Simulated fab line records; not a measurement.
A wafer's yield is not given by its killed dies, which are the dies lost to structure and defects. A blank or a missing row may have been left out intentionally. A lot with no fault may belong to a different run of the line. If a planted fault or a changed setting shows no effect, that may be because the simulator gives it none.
fab line records	flow rit_cmos
record lots=14	wafers=42	last_day=7
route steps=202 shown ACTIVE@4 FOX1@21 NRETRO@59 FOX2@80 M1@202
lots that met no fault: taken from a fault-free run of the same line
start_h: hours from the record's opening day to when the first of the lot's shown wafers began	wait_h: time in hours since the lot's previous step	" unchanged from the row above	L1.1+2: one row covering several wafers at once	- no value, or no start given	* or withheld: withheld	< > ~ a bound
route shown NAME@n: NAME is a module with steps in the file, n the number in the route of the first one	usual: average and standard deviation across the fault-free wafers	same: alike in all rows	chamber/n: place in a boat	sites: each site's reading	_std_site: standard deviation across them	_edge_site: mean of outer sites minus mean of inner sites	radius_mm: how far each site lies from the wafer's centre	mask NAME#n: copy n	behind: the tool/chamber that last shaped the wafer	hold: why the lot went on hold/how many hours it stayed there/how the hold came to an end	device: the transistor (n, p or np) that didn't switch	end of line: at the end of the route, the tests of the same wafers	step lacking rows: just its recipe	killed: dies lost to structure and defects at the first sort, not the wafer's yield	map: a wafer's dies, x killed, . not, _ none there
set.NAME: the run value of the setting; set.NAME@STEP: its run value at that earlier step	model.NAME: the simulator's own value behind a step, which no gauge read
route steps across a sampled set of lots; one table per step, one row per wafer
services: the hour from which a tool's chamber was out of use, counted from the record's first day as start_h (under 0 if before that day), plus the number of hours and why
## steps
# step RIT_ACTIVE_CVD_03
# recipe material=Si3N4	target_thk_nm=150	temp_c=810	precursor=SiH2Cl2/NH3	time_s=1500	pressure_mtorr=300	sih2cl2_flow_sccm=60	nh3_flow_sccm=150
# usual nh3_flow_sccm=150.1/0.36
lot.wafer	tool	chamber	start_h	wait_h	nh3_flow_sccm
L119.3	lpcvd-01	1	12.11	0.0	149.9
L119.4	"	1	"	"	150.3
L119.5	"	1	"	"	150.1
L120.2	lpcvd-02	0	17.11	0.0	150.3
L120.3	"	0	"	"	150.6
L120.4	"	0	"	"	150.2
L121.2	lpcvd-01	0	22.11	0.0	149.9
L121.3	"	0	"	"	149.8
L121.4	"	0	"	"	150.2
L122.1	lpcvd-02	0	27.11	0.1	150.1
L122.2	"	0	"	"	150.4
L122.5	"	0	"	"	149.6
L123.1	lpcvd-01	1	32.11	0.1	150.5
L123.3	"	1	"	"	149.7
L123.6	"	1	"	"	149.9
L124.1	lpcvd-02	1	37.11	0.1	150.2
L124.3	"	1	"	"	151.0
L124.6	"	1	"	"	149.9
L126.3	lpcvd-02	1	47.11	0.0	150.4
L126.4	"	1	"	"	149.9
L126.6	"	1	"	"	150.4
L133.1	lpcvd-02	1	82.11	0.1	180.0
L133.2	"	1	"	"	179.5
L133.3	"	1	"	"	179.6
L135.4	lpcvd-02	1	92.11	0.0	179.9
L135.5	"	1	"	"	180.9
L135.6	"	1	"	"	179.5
L137.1	lpcvd-01	0	102.32	0.1	150.3
L137.4	"	0	"	"	150.0
L137.6	"	0	"	"	150.2
L138.3	lpcvd-01	1	107.11	0.0	149.7
L138.4	"	1	"	"	150.0
L138.5	"	1	"	"	149.7
L140.3	lpcvd-01	1	117.11	0.0	150.1
L140.5	"	1	"	"	150.2
L140.6	"	1	"	"	149.9
L141.1	lpcvd-01	1	122.11	0.1	150.0
L141.4	"	1	"	"	150.5
L141.5	"	1	"	"	150.1
L142.2	lpcvd-01	1	127.11	0.0	150.1
L142.3	"	1	"	"	150.1
L142.5	"	1	"	"	150.2
# step RIT_ACTIVE_THK_MEAS_04
# recipe reads=Si3N4_of_ACTIVE_CVD_03
# usual ACTIVE_NITRIDE_THK=149.1/1.3
lot.wafer	tool	chamber	start_h	wait_h	ACTIVE_NITRIDE_THK[nm]
L119.3	film_metro-04	-	13.55	0.0	150.9
L119.4	"	-	"	"	151.9
L119.5	"	-	"	"	150.8
L120.2	film_metro-01	-	18.54	0.0	147.7
L120.3	"	-	"	"	148.4
L120.4	"	-	"	"	148.0
L121.2	film_metro-01	-	23.54	0.0	150.8
L121.3	"	-	"	"	150.9
L121.4	"	-	"	"	151.6
L122.1	film_metro-04	-	28.53	0.0	149.9
L122.2	"	-	"	"	148.4
L122.5	"	-	"	"	150.4
L123.1	film_metro-04	-	33.53	0.0	149.2
L123.3	"	-	"	"	150.2
L123.6	"	-	"	"	149.3
L124.1	film_metro-01	-	38.53	0.0	149.6
L124.3	"	-	"	"	151.1
L124.6	"	-	"	"	148.4
L126.3	film_metro-04	-	48.55	0.0	148.1
L126.4	"	-	"	"	148.5
L126.6	"	-	"	"	150.1
L133.1	film_metro-04	-	83.53	0.0	169.0
L133.2	"	-	"	"	169.3
L133.3	"	-	"	"	169.6
L135.4	film_metro-04	-	94.27	0.0	170.1
L135.5	"	-	"	"	170.6
L135.6	"	-	"	"	170.0
L137.1	film_metro-01	-	103.74	0.0	149.3
L137.4	"	-	"	"	149.9
L137.6	"	-	"	"	149.7
L138.3	film_metro-04	-	108.55	0.0	149.1
L138.4	"	-	"	"	148.8
L138.5	"	-	"	"	149.0
L140.3	film_metro-04	-	118.55	0.0	148.2
L140.5	"	-	"	"	148.2
L140.6	"	-	"	"	147.5
L141.1	film_metro-04	-	123.53	0.0	148.8
L141.4	"	-	"	"	148.2
L141.5	"	-	"	"	148.6
L142.2	film_metro-01	-	128.54	0.0	150.7
L142.3	"	-	"	"	150.8
L142.5	"	-	"	"	149.8
# step RIT_ACTIVE_ETCH_13
# recipe stop_on=SiO2	chemistry=SF6	target=Si3N4	time_s=210	over_etch_frac=0.4	SF6_flow_sccm=200	pressure_mtorr=260	rf_w=125	target_depth_a=2100
# usual chamber_pressure_mTorr=259.98/0.23	drypump_motor_current_A=5.6/0.45	oes_product_au=0.819/0.012	throttle_valve_pct=7.55/0.12
lot.wafer	tool	chamber	start_h	wait_h	chamber_pressure_mTorr	drypump_motor_current_A	oes_product_au	rf_hours_counter_h	throttle_valve_pct
L119.3	rie_diel-03	1	14.89	0.1	260.10	4.9	0.815	137	7.57
L119.4	"	3	"	"	259.76	5.7	0.825	130	7.53
L119.5	"	3	"	"	260.23	5.7	0.819	-	7.54
L120.2	rie_diel-03	0	19.71	0.1	259.64	5.7	0.818	106	7.58
L120.3	"	3	"	"	260.12	5.7	0.809	130	7.54
L120.4	"	2	"	"	259.99	4.8	0.802	40	7.41
L121.2	rie_diel-01	0	24.71	0.1	260.05	5.6	0.849	4	7.74
L121.3	"	2	"	"	260.00	6.0	0.830	85	7.51
L121.4	"	1	"	"	259.69	5.6	0.830	85	7.74
L122.1	rie_diel-04	2	29.71	0.1	260.22	5.6	0.813	12	7.58
L122.2	"	1	"	"	259.95	5.3	0.825	2	7.57
L122.5	"	0	"	"	260.30	6.3	0.830	-	7.62
L123.1	rie_diel-03	2	34.71	0.1	260.04	4.8	0.805	40	7.43
L123.3	"	1	"	"	260.09	4.9	0.808	138	7.54
L123.6	"	3	"	"	259.81	5.6	0.807	-	7.54
L124.1	rie_diel-01	0	39.71	0.1	260.28	5.6	0.846	4	7.71
L124.3	"	3	"	"	259.76	6.2	0.829	2	7.32
L124.6	"	0	"	"	260.42	5.6	0.840	-	7.71
L126.3	rie_diel-04	1	49.83	0.1	260.40	5.3	0.825	2	7.56
L126.4	"	0	"	"	259.70	6.3	0.827	6	7.63
L126.6	"	2	"	"	260.11	5.6	0.822	-	7.57
L133.1	rie_diel-03	2	84.85	0.1	259.80	4.8	0.877	42	7.43
L133.2	"	3	"	"	260.01	5.7	0.865	131	7.53
L133.3	"	0	"	"	260.22	5.8	0.874	107	7.60
L135.4	rie_diel-03	3	95.54	0.1	260.30	5.7	0.873	132	7.53
L135.5	"	2	"	"	259.80	4.8	0.874	-	7.42
L135.6	"	3	"	"	260.12	5.7	0.873	-	7.53
L137.1	rie_diel-01	3	104.92	0.1	259.74	6.2	0.821	3	7.32
L137.4	"	0	"	"	260.08	5.6	0.841	5	7.72
L137.6	"	1	"	"	260.10	5.6	0.827	-	7.73
L138.3	rie_diel-03	0	109.71	0.1	259.99	5.7	0.816	107	7.59
L138.4	"	2	"	"	259.82	4.8	0.811	42	7.42
L138.5	"	1	"	"	259.72	4.9	0.803	-	7.55
L140.3	rie_diel-03	2	119.83	0.1	260.42	4.8	0.809	42	7.43
L140.5	"	1	"	"	259.71	4.9	0.804	-	7.54
L140.6	"	0	"	"	260.15	5.7	0.814	-	7.59
L141.1	rie_diel-03	3	124.71	0.1	259.93	5.6	0.814	132	7.54
L141.4	"	0	"	"	260.21	5.7	0.811	108	7.58
L141.5	"	0	"	"	259.92	5.7	0.816	-	7.59
L142.2	rie_diel-01	0	129.83	0.1	259.97	5.6	0.853	6	7.73
L142.3	"	3	"	"	259.76	6.2	0.830	3	7.31
L142.5	"	3	"	"	260.08	6.2	0.823	-	7.30
# step RIT_FOX1_THK_MEAS_01
# recipe reads=SiO2_of_FOX1_OXIDATION_00
# usual FOX1_OXIDE_THK=347/6.9
lot.wafer	tool	chamber	start_h	wait_h	FOX1_OXIDE_THK[nm]
L119.3	film_metro-01	-	17.07	0.0	337
L119.4	"	-	"	"	340
L119.5	"	-	"	"	337
L120.2	film_metro-02	-	22.96	0.0	341
L120.3	"	-	"	"	337
L120.4	"	-	"	"	339
L121.2	film_metro-04	-	26.83	0.0	350
L121.3	"	-	"	"	348
L121.4	"	-	"	"	347
L122.1	film_metro-04	-	31.82	0.0	351
L122.2	"	-	"	"	345
L122.5	"	-	"	"	348
L123.1	film_metro-01	-	36.84	0.0	344
L123.3	"	-	"	"	340
L123.6	"	-	"	"	339
L124.1	film_metro-01	-	43.37	0.0	355
L124.3	"	-	"	"	354
L124.6	"	-	"	"	352
L126.3	film_metro-04	-	52.40	0.0	358
L126.4	"	-	"	"	360
L126.6	"	-	"	"	362
L133.1	film_metro-02	-	86.95	0.0	354
L133.2	"	-	"	"	351
L133.3	"	-	"	"	349
L135.4	film_metro-01	-	99.28	0.0	342
L135.5	"	-	"	"	339
L135.6	"	-	"	"	335
L137.1	film_metro-02	-	107.03	0.0	339
L137.4	"	-	"	"	339
L137.6	"	-	"	"	339
L138.3	film_metro-04	-	112.52	0.0	346
L138.4	"	-	"	"	344
L138.5	"	-	"	"	353
L140.3	film_metro-04	-	122.16	0.0	349
L140.5	"	-	"	"	361
L140.6	"	-	"	"	357
L141.1	film_metro-02	-	126.82	0.0	348
L141.4	"	-	"	"	356
L141.5	"	-	"	"	351
L142.2	film_metro-04	-	131.99	0.0	347
L142.3	"	-	"	"	351
L142.5	"	-	"	"	345
# step RIT_NRETRO_OVL_MEAS_06
# usual NRETRO_OVL=0.7/1.7
lot.wafer	tool	chamber	start_h	wait_h	NRETRO_OVL[nm]
L119.3	overlay-01	-	29.88	-	0.0
L119.4	"	-	"	"	1.6
L119.5	"	-	"	"	1.1
L120.2	overlay-02	-	35.08	-	0.4
L120.3	"	-	"	"	0.2
L120.4	"	-	"	"	1.1
L121.2	overlay-02	-	40.04	-	0.4
L121.3	"	-	"	"	-1.1
L121.4	"	-	"	"	0.5
L122.1	overlay-01	-	44.90	-	0.8
L122.2	"	-	"	"	0.8
L122.5	"	-	"	"	0.0
L123.1	overlay-01	-	49.10	-	-0.6
L123.3	"	-	"	"	-0.8
L123.6	"	-	"	"	-0.7
L124.1	overlay-01	-	55.46	-	-1.2
L124.3	"	-	"	"	-0.5
L124.6	"	-	"	"	-1.2
L126.3	overlay-02	-	64.72	-	3.2
L126.4	"	-	"	"	2.5
L126.6	"	-	"	"	2.5
L133.1	overlay-02	-	98.94	-	-1.8
L133.2	"	-	"	"	-1.7
L133.3	"	-	"	"	-1.2
L135.4	overlay-01	-	111.25	-	-0.5
L135.5	"	-	"	"	0.7
L135.6	"	-	"	"	-0.1
L137.1	overlay-02	-	119.10	-	0.8
L137.4	"	-	"	"	0.1
L137.6	"	-	"	"	0.9
L138.3	overlay-01	-	125.52	-	0.2
L138.4	"	-	"	"	0.8
L138.5	"	-	"	"	0.1
L140.3	overlay-01	-	135.08	-	-2.0
L140.5	"	-	"	"	0.0
L140.6	"	-	"	"	-0.9
L141.1	overlay-02	-	138.83	-	1.6
L141.4	"	-	"	"	0.0
L141.5	"	-	"	"	0.7
L142.2	overlay-01	-	144.05	-	-0.2
L142.3	"	-	"	"	0.0
L142.5	"	-	"	"	0.7
# step RIT_FOX2_THK_MEAS_91
# recipe reads=SiO2_of_FOX2_OXIDATION_00
# usual FIELD_OXIDE_LEFT_2_THK=252/7
lot.wafer	tool	chamber	start_h	wait_h	FIELD_OXIDE_LEFT_2_THK[nm]
L119.3	film_metro-03	-	32.73	0.0	263
L119.4	"	-	"	"	258
L119.5	"	-	"	"	263
L120.2	film_metro-02	-	37.81	0.0	240
L120.3	"	-	"	"	239
L120.4	"	-	"	"	234
L121.2	film_metro-02	-	43.16	0.0	248
L121.3	"	-	"	"	245
L121.4	"	-	"	"	247
L122.1	film_metro-02	-	47.83	0.0	252
L122.2	"	-	"	"	254
L122.5	"	-	"	"	255
L123.1	film_metro-02	-	51.88	0.0	244
L123.3	"	-	"	"	242
L123.6	"	-	"	"	256
L124.1	film_metro-04	-	58.18	0.0	250
L124.3	"	-	"	"	251
L124.6	"	-	"	"	252
L126.3	film_metro-03	-	67.61	0.0	260
L126.4	"	-	"	"	260
L126.6	"	-	"	"	254
L133.1	film_metro-04	-	101.74	0.0	245
L133.2	"	-	"	"	249
L133.3	"	-	"	"	248
L135.4	film_metro-03	-	113.90	0.0	248
L135.5	"	-	"	"	250
L135.6	"	-	"	"	253
L137.1	film_metro-02	-	121.86	0.0	249
L137.4	"	-	"	"	253
L137.6	"	-	"	"	246
L138.3	film_metro-02	-	128.42	0.0	255
L138.4	"	-	"	"	255
L138.5	"	-	"	"	258
L140.3	film_metro-03	-	137.92	0.0	264
L140.5	"	-	"	"	264
L140.6	"	-	"	"	261
L141.1	film_metro-03	-	141.60	0.0	249
L141.4	"	-	"	"	252
L141.5	"	-	"	"	246
L142.2	film_metro-04	-	146.82	0.0	258
L142.3	"	-	"	"	259
L142.5	"	-	"	"	257
# step RIT_M1_PROBE_99
# usual killed_at_M0_to_M3=0.0/0.14	killed_at_contacts=0.0/0.16	killed_at_front_end=7/3	killed_dies=7/3	killed_open=3.5/2	killed_short=3.6/2.1
# same gross_dies=264	killed_at_M4_up=0	killed_at_back_side=0	killed_at_other=0
lot.wafer	tool	chamber	start_h	wait_h	killed_at_M0_to_M3	killed_at_contacts	killed_at_front_end	killed_dies	killed_open	killed_short
L119.3	prober-01	-	58.71	0.2	0	0	5	5	4	1
L119.4	prober-01	-	58.76	0.2	0	0	5	5	4	1
L119.5	prober-01	-	58.81	0.2	0	0	2	2	1	1
L120.2	prober-02	-	62.58	0.1	0	0	5	5	2	3
L120.3	prober-02	-	62.63	0.2	0	0	7	7	4	3
L120.4	prober-02	-	62.68	0.2	0	0	5	5	3	2
L121.2	prober-01	-	68.52	0.1	0	0	11	11	5	6
L121.3	prober-01	-	68.57	0.2	0	0	9	9	4	5
L121.4	prober-01	-	68.62	0.2	0	0	8	8	7	1
L122.1	prober-02	-	73.57	0.1	0	1	10	11	3	8
L122.2	prober-02	-	73.62	0.1	0	0	5	5	2	3
L122.5	prober-02	-	73.77	0.2	0	0	9	9	4	5
L123.1	prober-01	-	75.97	0.1	0	0	6	6	2	4
L123.3	prober-01	-	76.07	0.2	0	0	4	4	3	1
L123.6	prober-01	-	76.22	0.2	0	0	6	6	3	3
L124.1	prober-02	-	83.44	0.1	0	0	7	7	4	3
L124.3	prober-02	-	83.54	0.2	0	0	7	7	3	4
L124.6	prober-02	-	83.69	0.2	0	0	3	3	0	3
L126.3	prober-02	-	92.84	0.2	0	0	5	5	2	3
L126.4	prober-02	-	92.89	0.2	0	0	6	6	3	3
L126.6	prober-02	-	92.99	0.2	0	0	9	9	4	5
L133.1	prober-01	-	128.99	0.1	1	0	4	5	1	4
L133.2	prober-01	-	129.04	0.1	0	1	10	11	6	5
L133.3	prober-01	-	129.09	0.2	0	0	5	5	1	4
L135.4	prober-01	-	139.37	0.2	0	0	3	3	3	0
L135.5	prober-01	-	139.42	0.2	0	0	5	5	4	1
L135.6	prober-01	-	139.47	0.2	0	0	5	5	2	3
L137.1	prober-02	-	147.92	0.1	0	0	12	12	4	8
L137.4	prober-02	-	148.07	0.2	0	0	5	5	2	3
L137.6	prober-02	-	148.17	0.2	0	0	7	7	2	5
L138.3	prober-01	-	153.25	0.2	0	0	3	3	2	1
L138.4	prober-01	-	153.30	0.2	0	0	7	7	1	6
L138.5	prober-01	-	153.35	0.2	1	0	5	6	2	4
L140.3	prober-01	-	167.58	0.2	0	0	6	6	3	3
L140.5	prober-01	-	167.68	0.2	0	0	7	7	2	5
L140.6	prober-01	-	167.73	0.2	0	0	5	5	2	3
L141.1	prober-02	-	168.94	0.1	0	0	5	5	3	2
L141.4	prober-02	-	169.09	0.2	0	0	11	11	6	5
L141.5	prober-02	-	169.14	0.2	0	0	3	3	1	2
L142.2	prober-01	-	174.07	0.1	0	0	8	8	7	1
L142.3	prober-01	-	174.12	0.2	0	0	8	8	4	4
L142.5	prober-01	-	174.22	0.2	0	0	10	10	4	6
# killed by level:class
L119.3 GATE:geometric_particle:open=3 GATE:geometric_particle:short=1 SPACER:geometric_particle:open=1
L119.4 FOX1:geometric_particle:open=3 FOX1:geometric_particle:short=1 GATE:geometric_particle:open=1
L119.5 FOX2:geometric_particle:short=1 FOX2:geometric_particle:open=1
L120.2 SILICIDE:geometric_particle:short=2 GATE:geometric_particle:short=1 GATE:geometric_particle:open=1 REOX:geometric_particle:open=1
L120.3 FOX2:geometric_particle:short=3 REOX:geometric_particle:open=2 FOX1:geometric_particle:open=1 GATE:geometric_particle:open=1
L120.4 GATE:geometric_particle:short=2 GATE:geometric_particle:open=2 SILICIDE:geometric_particle:open=1
L121.2 GATE:geometric_particle:short=4 FOX1:geometric_particle:short=2 GATE:geometric_particle:open=2 FOX1:geometric_particle:open=1 REOX:geometric_particle:open=1 SILICIDE:geometric_particle:open=1
L121.3 GATE:geometric_particle:open=3 FOX2:geometric_particle:short=2 GATE:geometric_particle:short=2 FOX1:geometric_particle:short=1 REOX:geometric_particle:open=1
L121.4 GATE:geometric_particle:open=4 FOX1:geometric_particle:open=1 SPACER:geometric_particle:open=1 GATE:geometric_particle:short=1 REOX:geometric_particle:open=1
L122.1 GATE:geometric_particle:short=4 REOX:geometric_particle:short=3 FOX1:geometric_particle:short=1 GATE:geometric_particle:open=1 REOX:geometric_particle:open=1 CONTACT:geometric_particle:open=1
L122.2 GATE:geometric_particle:short=3 GATE:geometric_particle:open=1 REOX:geometric_particle:open=1
L122.5 GATE:geometric_particle:short=2 FOX1:geometric_particle:open=1 FOX2:geometric_particle:short=1 FOX2:geometric_particle:open=1 GATE:geometric_particle:open=1 REOX:geometric_particle:open=1 SPACER:geometric_particle:short=1 SILICIDE:geometric_particle:short=1
L123.1 GATE:geometric_particle:short=2 FOX1:geometric_particle:open=1 GATE:geometric_particle:open=1 REOX:geometric_particle:short=1 SPACER:geometric_particle:short=1
L123.3 FOX1:geometric_particle:open=3 REOX:geometric_particle:short=1
L123.6 GATE:geometric_particle:short=2 SILICIDE:geometric_particle:open=2 FOX1:geometric_particle:open=1 FOX1:geometric_particle:short=1
L124.1 GATE:geometric_particle:short=2 FOX2:geometric_particle:open=1 GATE:geometric_particle:open=1 REOX:geometric_particle:short=1 REOX:geometric_particle:open=1 SPACER:geometric_particle:open=1
L124.3 REOX:geometric_particle:short=4 REOX:geometric_particle:open=2 FOX1:geometric_particle:open=1
L124.6 GATE:geometric_particle:short=2 SPACER:geometric_particle:short=1
L126.3 FOX1:geometric_particle:short=1 FOX2:geometric_particle:open=1 GATE:geometric_particle:short=1 REOX:geometric_particle:open=1 SPACER:geometric_particle:short=1
L126.4 FOX1:geometric_particle:open=2 FOX1:geometric_particle:short=1 FOX2:geometric_particle:short=1 GATE:geometric_particle:open=1 SPACER:geometric_particle:short=1
L126.6 FOX1:geometric_particle:short=2 SPACER:geometric_particle:open=2 FOX1:geometric_particle:open=1 REOX:geometric_particle:short=1 SPACER:geometric_particle:short=1 SILICIDE:geometric_particle:open=1 SILICIDE:geometric_particle:short=1
L133.1 GATE:geometric_particle:short=2 FOX1:geometric_particle:short=1 GATE:geometric_particle:open=1 M1:geometric_particle:short=1
L133.2 FOX1:geometric_particle:open=4 GATE:geometric_particle:short=2 FOX1:geometric_particle:short=1 REOX:geometric_particle:open=1 SILICIDE:geometric_particle:open=1 SILICIDE:geometric_particle:short=1 CONTACT:geometric_particle:short=1
L133.3 GATE:geometric_particle:open=1 GATE:geometric_particle:short=1 REOX:geometric_particle:short=1 SPACER:geometric_particle:short=1 SILICIDE:geometric_particle:short=1
L135.4 REOX:geometric_particle:open=2 FOX1:geometric_particle:open=1
L135.5 GATE:geometric_particle:open=2 REOX:geometric_particle:short=1 REOX:geometric_particle:open=1 SILICIDE:geometric_particle:open=1
L135.6 FOX1:geometric_particle:open=1 GATE:geometric_particle:open=1 GATE:geometric_particle:short=1 REOX:geometric_particle:short=1 SILICIDE:geometric_particle:short=1
L137.1 FOX1:geometric_particle:short=4 SILICIDE:geometric_particle:short=2 GATE:geometric_particle:short=2 SILICIDE:geometric_particle:open=2 GATE:geometric_particle:open=1 SPACER:geometric_particle:open=1
L137.4 GATE:geometric_particle:open=2 SILICIDE:geometric_particle:short=2 REOX:geometric_particle:short=1
L137.6 SILICIDE:geometric_particle:short=3 FOX1:geometric_particle:short=1 FOX1:geometric_particle:open=1 GATE:geometric_particle:short=1 SPACER:geometric_particle:open=1
L138.3 GATE:geometric_particle:short=1 REOX:geometric_particle:open=1 SILICIDE:geometric_particle:open=1
L138.4 REOX:geometric_particle:short=2 SILICIDE:geometric_particle:short=2 FOX2:geometric_particle:short=1 FOX2:geometric_particle:open=1 SPACER:geometric_particle:short=1
L138.5 GATE:geometric_particle:short=3 FOX1:geometric_particle:open=1 GATE:geometric_particle:open=1 M1:geometric_particle:short=1
L140.3 REOX:geometric_particle:short=2 SPACER:geometric_particle:open=2 FOX1:geometric_particle:open=1 GATE:geometric_particle:short=1
L140.5 SPACER:geometric_particle:open=2 SPACER:geometric_particle:short=2 FOX1:geometric_particle:short=1 GATE:geometric_particle:short=1 REOX:geometric_particle:short=1
L140.6 SILICIDE:geometric_particle:short=2 ACTIVE:geometric_particle:open=1 FOX1:geometric_particle:short=1 SPACER:geometric_particle:open=1
L141.1 ACTIVE:geometric_particle:open=1 FOX1:geometric_particle:open=1 REOX:geometric_particle:open=1 REOX:geometric_particle:short=1 SILICIDE:geometric_particle:short=1
L141.4 GATE:geometric_particle:short=2 REOX:geometric_particle:short=2 SPACER:geometric_particle:open=2 SILICIDE:geometric_particle:open=2 FOX2:geometric_particle:open=1 GATE:geometric_particle:open=1 SILICIDE:geometric_particle:short=1
L141.5 REOX:geometric_particle:short=1 REOX:geometric_particle:open=1 SPACER:geometric_particle:short=1
L142.2 GATE:geometric_particle:open=3 FOX2:geometric_particle:open=1 REOX:geometric_particle:open=1 REOX:geometric_particle:short=1 SPACER:geometric_particle:open=1 SILICIDE:geometric_particle:open=1
L142.3 FOX1:geometric_particle:open=2 GATE:geometric_particle:open=2 GATE:geometric_particle:short=2 FOX1:geometric_particle:short=1 SILICIDE:geometric_particle:short=1
L142.5 FOX1:geometric_particle:short=2 FOX1:geometric_particle:open=2 SILICIDE:geometric_particle:short=2 GATE:geometric_particle:short=1 GATE:geometric_particle:open=1 SPACER:geometric_particle:short=1 SPACER:geometric_particle:open=1
## services
tool	chamber	start_h	hours	kind
rie_diel-04	0	10.96	2.6	repair
rie_diel-03	0	34.12	11.2	repair
rie_diel-04	-	67.93	1.0	repair
rie_diel-04	-	73.75	15.6	pm
rie_diel-01	3	85.81	8.4	repair
## key
first_sign step=RIT_ACTIVE_CVD_03	reading=nh3_flow_sccm	direction=up	sigmas=83	usual=150.1	struck=179.9
effect step=RIT_ACTIVE_THK_MEAS_04	reading=ACTIVE_NITRIDE_THK	direction=up	sigmas=16	usual=149.1	struck=169.8
effect step=RIT_ACTIVE_ETCH_13	reading=oes_product_au	direction=up	sigmas=4.7	usual=0.819	struck=0.873
met_at RIT_ACTIVE_CVD_03
struck_lots L133,L135
tester_left_out L133,L135
not_acting_at RIT_FOX1_THK_MEAS_01,RIT_NRETRO_OVL_MEAS_06,RIT_FOX2_THK_MEAS_91
onset_between 47.11 82.11
fault kind=process_parameter_drift	tool=lpcvd-02	chamber=-	onset_h=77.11	steps=RIT_ACTIVE_CVD_03	channel=nh3_flow_sccm	offset=30	shape=step	end_h=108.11	acts_in=these_recipes_only	stated=150
# tester_left_out: of these lots the tester's yield and bins aren't shown, on N5 and GAA mostly nor the transistor test; their killed dies are dies lost to structure and defects alone, not to doping, threshold or leakage, so they don't give the yield
